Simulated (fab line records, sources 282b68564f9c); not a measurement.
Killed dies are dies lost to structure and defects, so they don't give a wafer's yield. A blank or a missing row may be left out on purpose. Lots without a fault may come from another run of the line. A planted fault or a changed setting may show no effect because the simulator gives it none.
One fault seen from 2 desks | flow rit_cmos | each desk has only its own numbers; what lay behind them comes last

THE METROLOGY DESK
What the gauges read, lot by lot, whatever tool the lot ran on: means of the sampled wafers that have a number. A lot is out of limits, marked OUT, if its mean lies more than 4 standard deviations from the usual mean; the brackets give that distance.
Columns: A = REOX_OXIDE_THK at RIT_REOX_THK_MEAS_04, usual 25.0 nm
lot  | first seen here | A
L288 | day 2 18:56     | 25.2
L289 | day 2 23:04     | 24.4
L290 | day 3 01:58     | 25.9
L292 | day 3 14:20     | 24.6
L293 | day 3 19:19     | 25.2
L294 | day 3 22:18     | 24.7
L295 | day 4 03:13     | 24.6
L296 | day 4 08:02     | 24.6
L298 | day 4 19:01     | 25.4
L304 | day 6 07:35     | 25.0
L306 | day 6 15:59     | 27.6 (+5.6) OUT
L307 | day 6 20:17     | 28.6 (+7.6) OUT
L308 | day 7 00:52     | 27.4 (+5.2) OUT
L309 | day 7 06:08     | 24.7
L311 | day 7 12:28     | 24.0
This desk's finding: out of limits on L306, L307, L308; first on L306, day 6 15:59 (REOX_OXIDE_THK at RIT_REOX_THK_MEAS_04). In limits: L288, L289, L290, L292, L293, L294, L295, L296, L298, L304, L309, L311.

THE TOOL OWNER'S DESK: furnace-03
The tool's own readings at RIT_REOX_OXIDATION_03 (target thk 25.2 nm, ox time 5580 s): means of the sampled wafers that have a number, for each lot that ran on this tool. A lot is out of limits, marked OUT, if its mean lies more than 4 standard deviations from the usual mean; the brackets give that distance.
Columns: A = spike_tc_centre_C at RIT_REOX_OXIDATION_03, usual 903.6 C; B = spike_tc_load_C at RIT_REOX_OXIDATION_03, usual 924.3 C; C = spike_tc_source_C at RIT_REOX_OXIDATION_03, usual 921.0 C
lot  | first seen here | A                | B                | C
L289 | day 2 20:31     | 903.2            | 926.8            | 919.4
L292 | day 3 11:46     | 902.5            | 926.8            | 919.0
L296 | day 4 05:29     | 903.6            | 926.7            | 918.4
L298 | day 4 16:28     | 902.4            | 925.6            | 919.6
L306 | day 6 13:26     | 912.9 (+7.2) OUT | 935.4 (+4.1) OUT | 929.7
L307 | day 6 17:43     | 912.5 (+6.9) OUT | 936.5 (+4.5) OUT | 930.0
L308 | day 6 22:19     | 913.0 (+7.2) OUT | 936.5 (+4.5) OUT | 929.8
This desk's finding: out of limits on L306, L307, L308; first on L306, day 6 13:26 (spike_tc_centre_C at RIT_REOX_OXIDATION_03). In limits: L289, L292, L296, L298.

PUT TOGETHER
The tool owner's desk could have raised an alarm at day 6 13:26, on L306, L307, L308.
The metrology desk could have raised an alarm at day 6 15:59, on L306, L307, L308.
Of the lots named, all ran RIT_REOX_OXIDATION_03 on furnace-03.

WHAT THE SIMULATOR HAD PUT IN
Process parameter drift: furnace-03, from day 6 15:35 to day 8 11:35, at RIT_REOX_OXIDATION_03. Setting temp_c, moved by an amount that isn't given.
Lots struck among those shown: L306, L307, L308.
